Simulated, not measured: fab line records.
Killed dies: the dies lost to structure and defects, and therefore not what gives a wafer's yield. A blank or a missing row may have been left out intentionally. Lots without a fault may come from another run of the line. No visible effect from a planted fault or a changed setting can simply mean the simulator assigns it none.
Matching of chambers    flow berkeley_cmos170    3 sister chambers for UCB170_M3_STRIP_08 on wet_bench-03
The step strips KrF in DMSO, time 600 s. 14 wafers are shown with their chamber, then 4 later ones without.

## EACH WAFER AND ITS CHAMBER
wafer   chamber  bath_guard_temp_C (C)
L284.3  3        79.7
L284.4  3        79.9
L284.5  3        79.7
L287.1  1        80.2
L287.2  1        80.3
L287.3  1        80.3
L286.1  0        80.6
L286.2  0        80.3
L286.4  0        80.1
L294.1  0        80.1
L294.2  0        80.4
L294.5  0        80.2
L295.2  0        80.5
L295.4  0        80.0

SIGNATURES (means of the wafers above)
reading            chamber 0  chamber 1  chamber 3  scatter within a chamber
bath_guard_temp_C  80.275     80.267     79.767     0.178
Rule: a wafer lies at a distance from a chamber equal to the root of the sum of squares, over the readings, of (its reading less the chamber's mean, divided by the reading's scatter). The wafer belongs to the nearest chamber; if the next one is less than 2 further off, it can't be placed. How the scatter is found: for the shown wafers, subtract from each reading the mean of its chamber, square and add these, divide the total by (wafers less chambers), then take the root.

## WAFERS WITHOUT THEIR CHAMBER
wafer   bath_guard_temp_C (C)
L295.6  80.5
L306.1  80.3
L306.2  80.3
L306.4  80.2

## CHAMBER TAKEN BY EACH
wafer   from the rows above      in truth
L295.6  can't be placed: 0 or 1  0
L306.1  can't be placed: 0 or 1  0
L306.2  can't be placed: 0 or 1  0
L306.4  can't be placed: 1 or 0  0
Correct placement for 0 of the 4. These rows do not allow placing 4 (true chamber among the candidates in 4). Placed wrongly: 0.
